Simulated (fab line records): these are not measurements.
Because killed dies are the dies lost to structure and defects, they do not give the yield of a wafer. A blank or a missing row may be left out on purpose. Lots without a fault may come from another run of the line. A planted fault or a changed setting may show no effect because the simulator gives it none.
Which of the tools did it?    flow berkeley_cmos170    18 wafers from 6 lots sampled at 2 of the route's 331 steps

WHAT THE GAUGES SHOWED, per wafer
UCB170_PFIELD_TW_MEAS_09.
lot   measured     on             PFIELD_TW
L926  day 4 18:02  film_metro-03  603 605 609
L928  day 5 04:34  film_metro-03  606 607 601
L934  day 6 10:41  film_metro-04  64 63 63
L938  day 7 07:04  film_metro-04  599 604 604
L942  day 8 04:02  film_metro-04  606 606 607
L946  day 9 04:03  film_metro-01  600 604 596

EACH LOT AND THE TOOL THAT RAN IT (in order: tool; ch and the chambers of the sampled wafers; start)
lot   UCB170_PFIELD_DEVELOP_05
L926  litho_track-04 ch 0, day 4 17:00
L928  litho_track-04 ch 0, day 5 04:00
L934  litho_track-02 ch 0, day 6 10:00
L938  litho_track-01 ch 0, day 7 06:00
L942  litho_track-01 ch 0, day 8 03:00
L946  litho_track-04 ch 0, day 9 03:00
- UCB170_PFIELD_DEVELOP_05: develop time 45 s.

THE ANSWER, worked out from the rows above alone
Rule: what is usual is taken from the lots themselves. Put in order of their means at a reading, lots are off if they are a third of the lots or fewer, leave a main group of 4 or more, and stand apart from it by a gap of 3 or more times the standard deviation of the main group's means; of several such gaps the widest counts. If all means in a main group match to the digits the tables above print for the reading, that group is not used. A lot without any number at a reading at which 4 lots or more have one is off too. Where the step has rows for the other lots, those lots are counted as sound.
Off: L934, at UCB170_PFIELD_TW_MEAS_09 (PFIELD_TW). The main group: mean 604, standard deviation 2.3.
If a tool, at a process step before that reading, ran all the lots that are off and no sound lot after the first of them, it fits. The gauges at UCB170_PFIELD_TW_MEAS_09 are tried like those tools. One candidate fits, namely litho_track-02 at UCB170_PFIELD_DEVELOP_05. It ran no sound lot before its first lot that is off in this sample, so the start can't be narrowed down.

WHAT HAD BEEN PUT IN BY THE SIMULATOR
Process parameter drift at UCB170_PFIELD_DEVELOP_05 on litho_track-02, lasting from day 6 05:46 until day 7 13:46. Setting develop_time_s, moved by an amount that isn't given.
Shown lots that were struck: L934. The rule above found the same.
